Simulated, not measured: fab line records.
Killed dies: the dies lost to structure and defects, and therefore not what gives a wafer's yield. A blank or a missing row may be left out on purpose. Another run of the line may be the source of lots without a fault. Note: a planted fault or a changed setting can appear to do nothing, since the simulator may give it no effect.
Struck lot and sound lot, side by side / flow ritCmos / 27 steps out of a route of 202
Sound: these wafers, L962.1, L962.2, L962.5. Struck: wafer L969.1. (L969.3, L969.5 of the same lot were not struck and are left out.) The cause comes at the end.
Each step with rows lists, per side, the tool, then ch with its chambers, then its first start. Under that, the readings that differ: sound wafers / struck wafers / difference of the means / sigmas: that difference in standard deviations of wafers without a fault.
alike: a reading whose means differ by less than 2 such deviations, as well as words and numbers matching on both sides. not compared: withheld readings; readings where some wafer has no value; bounds like >300 that might hide an equal value; numbers whose values overlap and for which the record gives no deviation.
A row with sigmas, a row that says differs or no value, or rows on one side alone: a step with any of these is where the two part. Non-overlapping numbers with no deviation appear without sigmas and do not part them. A reading missing from all wafers of one side parts the sides only when that side holds two or more wafers.

first, 4 steps without rows for these wafers: RIT_CONTACT_SOFTBAKE_04 (time 60 s); RIT_CONTACT_EXPOSE_05 (exposes mask M11, target cd 1000 nm); RIT_CONTACT_PEB_06; RIT_CONTACT_DEVELOP_07 (develop time 120 s).
RIT_CONTACT_CD_MEAS_08: target cd 1000 nm.
  sound on cdSem-02 at day 5 15:36; struck on cdSem-02 at day 6 16:55
  alike: cdNm
RIT_CONTACT_OVL_MEAS_09:
  sound on overlay-02 at day 5 15:43; struck on overlay-01 at day 6 17:02
  alike: CONTACT_OVL
then, 1 step without rows for these wafers: RIT_CONTACT_HARDBAKE_10 (time 60 s).
RIT_CONTACT_ETCH_11: etches SiO2 in CHF3/CF4/Ar, stops on TiSi2, target depth 480 nm, time 320 s.
  sound on rieDiel-02 ch 1,2,3, day 5 15:55; struck on rieDiel-04 ch 1, day 6 17:13
  alike: drypumpMotorCurrentA, mfcArSccm, oesProductAu, throttleValvePct
  not compared: rfHoursCounterH
RIT_CONTACT_STRIP_12: strips in O2, time 180 s.
  sound on plasmaAsher-02 ch 0,1, day 5 16:06; struck on plasmaAsher-02 ch 0, day 6 17:25
  alike: drypumpMotorCurrentA
  not compared: rfHoursCounterH
RIT_CONTACT_CD_MEAS_90: target cd 1000 nm.
  sound on cdSem-01 at day 5 16:17; struck on cdSem-02 at day 6 17:35
  alike: cdNm
then, 2 steps without rows for these wafers: RIT_CONTACT_CLEAN_13 (cleans in SC1, time 600 s); RIT_CONTACT_CLEAN_14 (cleans in SC2, time 600 s).
RIT_M1_SPUTTER_00: material Al, target thk 400 nm, time 500 s.
  sound on pvdSputter-02 at day 5 16:47; struck on pvdSputter-02 at day 6 18:04
reading=chamberPressurePa (Pa); sound=0.3998 0.4003 0.4012; struck=0.4306; difference=+0.0302; sigmas=+37
reading=model.Al_of_M1_SPUTTER_00.thkNm (nm); sound=403.4 403.7 407.7; struck=391.4; difference=-13.5; sigmas=
  alike: throttleValvePct
RIT_M1_RS_MEAS_01: the measuring method here is four-point-probe.
  sound on filmMetro-02 at day 5 17:05; struck on filmMetro-02 at day 6 18:22
reading=M1_AL_RS (ohm/sq); sound=0.0727 0.0729 0.0719; struck=0.0756; difference=+0.0031; sigmas=+5
RIT_M1_THK_MEAS_02: measures by xrf.
  sound on filmMetro-02 at day 5 17:12; struck on filmMetro-02 at day 6 18:29
reading=M1_AL_THK (nm); sound=403 401 408; struck=391; difference=-13; sigmas=-4
then, 6 steps without rows for these wafers: RIT_M1_HMDS_03 (prime time 60 s); RIT_M1_COAT_04 (resist thk 1300 nm); RIT_M1_SOFTBAKE_05 (time 60 s); RIT_M1_EXPOSE_06 (exposes mask M12, target cd 2600 nm); RIT_M1_PEB_07; RIT_M1_DEVELOP_08 (develop time 68 s).
RIT_M1_CD_MEAS_09: target cd 2600 nm.
  sound on cdSem-01 at day 5 18:22; struck on cdSem-02 at day 6 19:25
  alike: cdNm
RIT_M1_OVL_MEAS_10:
  sound on overlay-01 at day 5 18:29; struck on overlay-02 at day 6 19:32
  alike: M1_OVL
then, 1 step without rows for these wafers: RIT_M1_HARDBAKE_11 (time 120 s).
RIT_M1_METAL_ETCH_12: etches Al in Cl2/BCl3, stops on SiO2, time 165 s, target depth 600 nm.
  sound on rieMetal-01 ch 0,1, day 5 18:49; struck on rieMetal-02 ch 0, day 6 20:00
reading=oesProductAu (a.u.); sound=0.789 0.793 0.798; struck=0.762; difference=-0.031; sigmas=-3
reading=model.etch.depthNm (nm); sound=403.4 403.7 407.7; struck=391.4; difference=-13.5; sigmas=
reading=model.M1.featureDepthNm (nm); sound=436.2 436.8 440.9; struck=424.6; difference=-13.4; sigmas=
  alike: drypumpMotorCurrentA, throttleValvePct
  not compared: rfHoursCounterH
then, 1 step without rows for these wafers: RIT_M1_STRIP_13 (strips in nmp, time 600 s).
RIT_M1_PROBE_99:
  only the struck wafers here have rows in the record (prober-02, day 6 22:15); the sound ones have none

== WHERE THEY PART ==
Earliest at RIT_M1_SPUTTER_00; latest, in this record, at RIT_M1_PROBE_99.

WHY: what had been put in by the simulator
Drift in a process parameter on pvdSputter-02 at RIT_M1_SPUTTER_00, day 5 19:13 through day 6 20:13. Setting chamberPressurePa shifted by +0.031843 from 0.4. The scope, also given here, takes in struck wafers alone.
